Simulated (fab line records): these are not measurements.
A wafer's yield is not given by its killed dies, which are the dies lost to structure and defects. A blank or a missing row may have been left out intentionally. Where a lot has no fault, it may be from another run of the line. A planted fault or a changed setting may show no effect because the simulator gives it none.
A lot that was struck, set against a sound lot + flow berkeleyCmos170 + 14 out of 331 route steps
Sound: wafers L897.2, L897.4, L897.5. Struck: wafers L886.1, L886.2, L886.3. The cause is named last.
For every step that has rows: the tool of each side, followed by ch and its chambers, followed by its first start. Under that, the readings that differ: sound wafers + struck wafers + difference of the means + sigmas: that difference in standard deviations of wafers without a fault.
alike: readings whose means differ by less than 2 such deviations, and words and numbers that are the same on both sides. not compared: withheld readings, readings that some wafer has no value for, bounds like >300 that may hide the same value, and numbers for which the record gives no deviation and whose values overlap.
Wherever a step has rows on one side only, a row that says differs or no value, or a row with sigmas, the two part there. When numbers do not overlap yet have no deviation, they are printed without sigmas and do not part them. A reading missing from all wafers of one side parts the sides only when that side holds two or more wafers.

first, 1 step without rows for these wafers: UCB170_START_OXIDATION_02 (target thk 20 nm, ox time 1800 s).
UCB170_START_THK_MEAS_03:
  struck on filmMetro-04, day 3 12:07; sound on filmMetro-04, day 5 19:43
  alike: START_OXIDE_THK
then, 7 steps without rows for these wafers: UCB170_START_ANNEAL_04 (time 1200 s); UCB170_ZERO_HMDS_00 (prime time 60 s); UCB170_ZERO_COAT_01 (resist thk 900 nm); UCB170_ZERO_SOFTBAKE_02 (time 60 s); UCB170_ZERO_EXPOSE_03 (exposes mask PM MARKS, target cd 4000 nm); UCB170_ZERO_PEB_04; UCB170_ZERO_DEVELOP_05 (develop time 45 s).
UCB170_ZERO_ETCH_06: etches SiO2 in CHF3/CF4/Ar, time 12 s.
  sound on rieDiel-04 ch 0,1,2, day 6 04:14; struck on rieDiel-03 ch 1,2,3, day 3 18:07
  alike: drypumpMotorCurrentA, oesProductAu, rfFwdPowerW, throttleValvePct
  not compared: rfHoursCounterH
UCB170_ZERO_STRIP_07: strips in O2.
  sound on plasmaAsher-04 ch 0,1, day 6 04:16; struck on plasmaAsher-04 ch 0,1, day 3 18:09
| reading                  | sound             | struck            | difference | sigmas |
|--------------------------|-------------------|-------------------|------------|--------|
| stripTimeToEndpointS (s) | 21.56 21.57 21.57 | 21.38 21.35 21.40 | -0.19      | -3     |
  alike: drypumpMotorCurrentA, oesProductAu
  not compared: rfHoursCounterH
then, 1 step without rows for these wafers: UCB170_NWELL_WET_ETCH_00 (etches SiO2 in dHF, time 200 s).
UCB170_NWELL_OXIDATION_01: target thk 26.4 nm, ox time 1260 s.
  sound on furnace-04 ch 0, day 6 07:43; struck on furnace-02, day 3 18:39
  no value came back on the struck wafers for oxTempC (C), oxTempCMax, tubeCenterTempC (C); on the sound wafers oxTempC (C) reads 1000.1 999.7 999.7
then, 1 step without rows for these wafers: UCB170_NWELL_ANNEAL_03 (time 900 s).

## WHERE THEY PART
Earliest at UCB170_ZERO_STRIP_07; latest, in this record, at UCB170_NWELL_OXIDATION_01.

WHY: whatever the simulator had introduced
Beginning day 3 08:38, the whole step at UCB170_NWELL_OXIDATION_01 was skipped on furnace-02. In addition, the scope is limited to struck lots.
